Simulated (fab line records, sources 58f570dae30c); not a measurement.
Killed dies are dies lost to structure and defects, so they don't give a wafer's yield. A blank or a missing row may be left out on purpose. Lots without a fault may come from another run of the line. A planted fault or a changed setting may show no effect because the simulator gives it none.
A struck lot beside a sound one | flow berkeley_cmos170 | 23 steps out of a route of 331
Sound: wafers L481.1, L481.2, L481.5. Struck: wafers L469.1, L469.2, L469.3. The cause comes at the end.
At each step with rows: each side's tool, then ch and its chambers, then its first start. Under that, the readings that differ: sound wafers | struck wafers | difference of the means | sigmas: that difference in standard deviations of wafers without a fault.
alike: readings whose means differ by less than 2 such deviations, and words and numbers that are the same on both sides. not compared: withheld readings, readings that some wafer has no value for, bounds like >300 that may hide the same value, and numbers for which the record gives no deviation and whose values overlap.
The two part at a step that has a row with sigmas, a row that says differs or no value, or rows on one side only. Numbers that don't overlap but have no deviation are shown without sigmas and don't part them. A reading that every wafer of one side lacks parts them only if that side has two wafers or more.

UCB170_NWELL_ETCH_13: etches Si3N4 in CH3F/Ar/O2, stops on SiO2, target depth 246.4 nm, time 154 s.
  sound on rie_diel-02 ch 1,2, day 5 21:34; struck on rie_diel-03 ch 1,2,3, day 3 06:48
  alike: drypump_motor_current_A, oes_product_au, throttle_valve_pct
  not compared: rf_hours_counter_h
then, 1 step without rows for these wafers: UCB170_NWELL_IMPLANT_14.
UCB170_NWELL_STRIP_15: strips in O2.
  sound on plasma_asher-01 ch 0,1, day 5 21:49; struck on plasma_asher-02 ch 0,1, day 3 07:03
  alike: drypump_motor_current_A, oes_product_au, strip_time_to_endpoint_s
  not compared: rf_hours_counter_h
UCB170_NWELL_TW_MEAS_16:
  sound on film_metro-02, day 5 21:55; struck on film_metro-04, day 3 07:09
  alike: NWELL_TW
then, 6 steps without rows for these wafers: UCB170_NWELL_CLEAN_17 (cleans in SPM, time 600 s); UCB170_NWELL_WET_ETCH_18 (etches Si3N4 in H3PO4, time 14400 s); UCB170_NWELL_WET_ETCH_19 (etches SiO2 in BOE, time 22 s); UCB170_PWELL_CLEAN_00 (cleans in SPM, time 600 s); UCB170_PWELL_CLEAN_01 (cleans in dHF, time 60 s); UCB170_PWELL_OXIDATION_02 (target thk 26.4 nm, ox time 1260 s).
UCB170_PWELL_THK_MEAS_03:
  sound on film_metro-04, day 6 13:52; struck on film_metro-01, day 3 18:23
  reading              | sound          | struck         | difference | sigmas
  PWELL_OXIDE_THK (nm) | 26.0 26.3 26.3 | 27.3 26.8 27.6 | +1.0       | +2
then, 1 step without rows for these wafers: UCB170_PWELL_ANNEAL_04 (time 900 s).
UCB170_PWELL_CVD_05: deposits Si3N4 from SiH2Cl2/NH3, target thk 220 nm, time 3300 s.
  sound on lpcvd-01 ch 1, day 6 20:04; struck on lpcvd-01 ch 0, day 3 21:25
  reading                                 | sound             | struck            | difference | sigmas
  spike_tc_centre_C (C)                   | 804.8 804.7 803.6 | 892.1 891.9 891.0 | +87.3      | +48
  spike_tc_load_C (C)                     | 822.7 822.4 820.8 | 915.8 915.6 917.9 | +94.5      | +50
  spike_tc_source_C (C)                   | 825.3 825.0 824.5 | 911.3 911.0 912.7 | +86.7      | +46
  susceptor_temp_C (C)                    | 800.0 799.7 799.8 | 889.9 889.9 889.8 | +90.0      | +99 or more
  zone_power_load_pct (%)                 | 18.3 18.5 18.3    | 24.6 24.1 24.1    | +5.9       | +7
  zone_power_source_pct (%)               | 22.5 22.6 22.4    | 26.4 26.3 26.3    | +3.8       | +5
  model.Si3N4_of_PWELL_CVD_05.thk_nm (nm) | 218.1 218.8 217.8 | 376.2 375.5 376.4 | +157.8     |
  alike: pressure_mtorr
UCB170_PWELL_THK_MEAS_06:
  sound on film_metro-04, day 6 21:59; struck on film_metro-02, day 3 23:20
  reading                | sound             | struck            | difference | sigmas
  PWELL_NITRIDE_THK (nm) | 217.9 218.6 217.8 | 376.6 375.6 376.6 | +158.2     | +69
then, 6 steps without rows for these wafers: UCB170_PWELL_HMDS_07 (prime time 60 s); UCB170_PWELL_COAT_08 (resist thk 900 nm); UCB170_PWELL_SOFTBAKE_09 (time 60 s); UCB170_PWELL_EXPOSE_10 (exposes mask PWELL, target cd 3000 nm); UCB170_PWELL_PEB_11; UCB170_PWELL_DEVELOP_12 (develop time 45 s).
UCB170_PWELL_OVL_MEAS_13:
  sound on overlay-01, day 6 22:53; struck on overlay-02, day 4 00:30
  alike: PWELL_OVL
UCB170_PWELL_ETCH_14: etches Si3N4 in CH3F/Ar/O2, stops on SiO2, target depth 242 nm, time 151 s.
  sound on rie_diel-02 ch 0,1,2, day 6 22:55; struck on rie_diel-02 ch 0,1,3, day 4 00:32
  reading                  | sound             | struck            | difference | sigmas
  oes_product_au (a.u.)    | 0.914 0.942 0.931 | 0.967 1.001 1.012 | +0.064     | +5
  model.etch.depth_nm (nm) | 218.1 218.8 217.8 | 230.7 245.5 242.5 | +21.3      |
  alike: drypump_motor_current_A, throttle_valve_pct
  not compared: rf_hours_counter_h
then, 1 step without rows for these wafers: UCB170_PWELL_IMPLANT_15.

WHERE THEY PART
First at UCB170_PWELL_THK_MEAS_03; last, within this record, at UCB170_PWELL_ETCH_14.

WHY: what the simulator had put in
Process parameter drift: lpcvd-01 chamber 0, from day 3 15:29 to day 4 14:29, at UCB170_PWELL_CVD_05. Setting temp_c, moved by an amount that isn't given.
